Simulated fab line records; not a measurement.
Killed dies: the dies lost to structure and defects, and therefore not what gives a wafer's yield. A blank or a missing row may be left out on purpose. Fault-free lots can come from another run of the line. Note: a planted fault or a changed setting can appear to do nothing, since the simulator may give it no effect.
Struck lot and sound lot, side by side    flow rit-cmos    43 steps out of a route of 202
Sound: wafers L517.1, L517.2, L517.4. Struck: wafers L523.3, L523.6. (L523.4 of the same lot was not struck and is left out.) The cause comes at the end.
Each step with rows lists, per side, the tool, then ch with its chambers, then its first start. Under that, the readings that differ: sound wafers    struck wafers    difference of the means    sigmas: that difference in standard deviations of wafers without a fault.
alike: readings with means less than 2 such deviations apart, plus words and numbers identical on both sides. not compared: withheld readings, readings lacking a value on some wafer, bounds such as >300 that could conceal the same value, and numbers that have no deviation in the record and whose values overlap.
The two part at a step that has a row with sigmas, a row that says differs or no value, or rows on one side only. Numbers that have no deviation but don't overlap get no sigmas and don't part them. A reading missing from all wafers of one side parts the sides only when that side holds two or more wafers.

RIT_SDANNEAL_RTA_03: time 5 s.
  sound on rtp-anneal-01 ch 0, day 3 10:34; struck on rtp-anneal-01 ch 0, day 4 16:41
  alike: wafer_temp_C_max
RIT_SDANNEAL_RS_MEAS_04: measures by four-point-probe.
  sound on film-metro-01 at day 3 10:37; struck on film-metro-02 at day 4 16:46
reading          sound              struck       difference  sigmas
PSD_RS (ohm/sq)  116.4 116.6 116.6  115.8 115.8  -0.7        -2
RIT_SDANNEAL_RS_MEAS_05: measures by four-point-probe.
  sound on film-metro-01 at day 3 10:44; struck on film-metro-02 at day 4 16:53
  alike: NSD_RS
RIT_SDANNEAL_RS_MEAS_06: measures by four-point-probe.
  sound on film-metro-01 at day 3 10:52; struck on film-metro-02 at day 4 17:00
reading           sound              struck       difference  sigmas
PLDD_RS (ohm/sq)  179.3 179.0 179.0  177.6 178.0  -1.3        -2
RIT_SDANNEAL_RS_MEAS_07: measures by four-point-probe.
  sound on film-metro-01 at day 3 10:59; struck on film-metro-02 at day 4 17:07
  alike: NLDD_RS
then, 2 steps without rows for these wafers: RIT_SILICIDE_WET_ETCH_00 (etches SiO2 in BOE, target depth 14 nm, time 14.28 s); RIT_SILICIDE_SPUTTER_01 (material Ti, target thk 30 nm, time 240 s).
RIT_SILICIDE_RS_MEAS_02: measures by four-point-probe.
  sound on film-metro-02 at day 3 11:16; struck on film-metro-04 at day 4 17:24
  alike: SILICIDE_TI_RS
RIT_SILICIDE_THK_MEAS_03: measures by xrf.
  sound on film-metro-02 at day 3 11:23; struck on film-metro-04 at day 4 17:30
  alike: SILICIDE_TI_THK
RIT_SILICIDE_RTA_04: time 10 s, ramp up 5 s, ramp down 5 s.
  sound on rtp-anneal-02 ch 0, day 3 11:26; struck on rtp-anneal-02 ch 0, day 4 17:34
  alike: wafer_temp_C_max
then, 1 step without rows for these wafers: RIT_SILICIDE_WET_ETCH_05 (etches Ti in SPM, time 120 s).
RIT_SILICIDE_RTA_06: time 10 s, ramp up 5 s, ramp down 10 s.
  sound on rtp-anneal-01 ch 0, day 3 11:37; struck on rtp-anneal-01 ch 0, day 4 17:40
  alike: wafer_temp_C_max
RIT_CONTACT_CVD_00: deposits SiO2 from TEOS, target thk 400 nm, time 59.47 s.
  sound on pecvd-01 ch 0,2, day 3 11:41; struck on pecvd-01 ch 0, day 4 17:43
reading                                   sound              struck       difference  sigmas
rf-fwd-power-W (W)                        398.6 396.7 396.9  444.4 445.4  +47.5       +32
model.SiO2_of_CONTACT_CVD_00.thk-nm (nm)  373.6 377.9 380.3  390.4 392.8  +14.3       
  alike: heater-power-w, susceptor-temp-C
RIT_CONTACT_THK_MEAS_01:
  sound on film-metro-03 at day 3 11:46; struck on film-metro-04 at day 4 17:47
reading                sound        struck   difference  sigmas
CONTACT_TEOS_THK (nm)  373 378 380  390 393  +14         +2
then, 6 steps without rows for these wafers: RIT_CONTACT_HMDS_02 (prime time 60 s); RIT_CONTACT_COAT_03 (resist thk 1000 nm); RIT_CONTACT_SOFTBAKE_04 (time 60 s); RIT_CONTACT_EXPOSE_05 (exposes mask M11, target cd 1000 nm); RIT_CONTACT_PEB_06; RIT_CONTACT_DEVELOP_07 (develop time 120 s).
RIT_CONTACT_CD_MEAS_08: target cd 1000 nm.
  sound on cd-sem-01 at day 3 12:55; struck on cd-sem-01 at day 4 18:50
  alike: cd-nm
RIT_CONTACT_OVL_MEAS_09:
  sound on overlay-01 at day 3 13:02; struck on overlay-02 at day 4 18:55
  alike: CONTACT_OVL
then, 1 step without rows for these wafers: RIT_CONTACT_HARDBAKE_10 (time 60 s).
RIT_CONTACT_ETCH_11: etches SiO2 in CHF3/CF4/Ar, stops on TiSi2, target depth 480 nm, time 320 s.
  sound on rie-diel-01 ch 0,1,2, day 3 13:13; struck on rie-diel-01 ch 1,2, day 4 19:24
reading                              sound              struck       difference  sigmas
model.etch.depth-nm (nm)             373.6 377.9 380.3  390.4 392.8  +14.3       
model.CONTACT.feature-depth-nm (nm)  373.6 377.9 380.3  390.4 392.8  +14.3       
  alike: O2_flow_sccm, drypump-motor-current-A, oes-product-au, throttle-valve-pct
  not compared: rf-hours-counter-h
RIT_CONTACT_STRIP_12: strips in O2, time 180 s.
  sound on plasma-asher-01 ch 0,1, day 3 13:25; struck on plasma-asher-02 ch 0,1, day 4 19:40
  alike: drypump-motor-current-A
  not compared: rf-hours-counter-h
RIT_CONTACT_CD_MEAS_90: target cd 1000 nm.
  sound on cd-sem-01 at day 3 13:35; struck on cd-sem-01 at day 4 19:49
  alike: cd-nm
then, 2 steps without rows for these wafers: RIT_CONTACT_CLEAN_13 (cleans in SC1, time 600 s); RIT_CONTACT_CLEAN_14 (cleans in SC2, time 600 s).
RIT_M1_SPUTTER_00: material Al, target thk 400 nm, time 500 s.
  sound on pvd-sputter-03 at day 3 14:04; struck on pvd-sputter-03 at day 4 20:14
  alike: cathode-dc-power-W, throttle-valve-pct
RIT_M1_RS_MEAS_01: measures by four-point-probe.
  sound on film-metro-03 at day 3 14:22; struck on film-metro-02 at day 4 20:35
  alike: M1_AL_RS
RIT_M1_THK_MEAS_02: measures by xrf.
  sound on film-metro-03 at day 3 14:29; struck on film-metro-02 at day 4 20:41
  alike: M1_AL_THK
then, 6 steps without rows for these wafers: RIT_M1_HMDS_03 (prime time 60 s); RIT_M1_COAT_04 (resist thk 1300 nm); RIT_M1_SOFTBAKE_05 (time 60 s); RIT_M1_EXPOSE_06 (exposes mask M12, target cd 2600 nm); RIT_M1_PEB_07; RIT_M1_DEVELOP_08 (develop time 64.68 s).
RIT_M1_CD_MEAS_09: target cd 2600 nm.
  sound on cd-sem-01 at day 3 15:33; struck on cd-sem-02 at day 4 21:38
reading     sound                 struck         difference  sigmas
cd-nm (nm)  2600.9 2600.6 2598.3  2592.2 2594.4  -6.6        -3
RIT_M1_OVL_MEAS_10:
  sound on overlay-02 at day 3 15:40; struck on overlay-02 at day 4 21:44
  alike: M1_OVL
then, 1 step without rows for these wafers: RIT_M1_HARDBAKE_11 (time 120 s).
RIT_M1_METAL_ETCH_12: etches Al in Cl2/BCl3, stops on SiO2, time 165 s, target depth 600 nm.
  sound on rie-metal-04 ch 0,1, day 3 15:58; struck on rie-metal-04 ch 1, day 4 22:04
reading                                   sound            struck   difference  sigmas
model.SiO2_of_CONTACT_CVD_00.thk-nm (nm)  336.2 341.9 344  354 356  +14         
  alike: drypump-motor-current-A, oes-product-au, throttle-valve-pct
  not compared: rf-hours-counter-h
then, 1 step without rows for these wafers: RIT_M1_STRIP_13 (strips in nmp, time 600 s).
RIT_M1_PROBE_99:
  sound on prober-02 at day 3 18:20; struck on prober-02 at day 5 01:02
  alike: killed-at-contacts, killed-at-front-end, killed-dies, killed-open, killed-short

## WHERE THEY PART
First at RIT_SDANNEAL_RS_MEAS_04; last, within this record, at RIT_M1_CD_MEAS_09. Later steps at which nothing parts them and some readings are alike: RIT_M1_OVL_MEAS_10, RIT_M1_METAL_ETCH_12, RIT_M1_PROBE_99.

WHY: what the simulator had put in
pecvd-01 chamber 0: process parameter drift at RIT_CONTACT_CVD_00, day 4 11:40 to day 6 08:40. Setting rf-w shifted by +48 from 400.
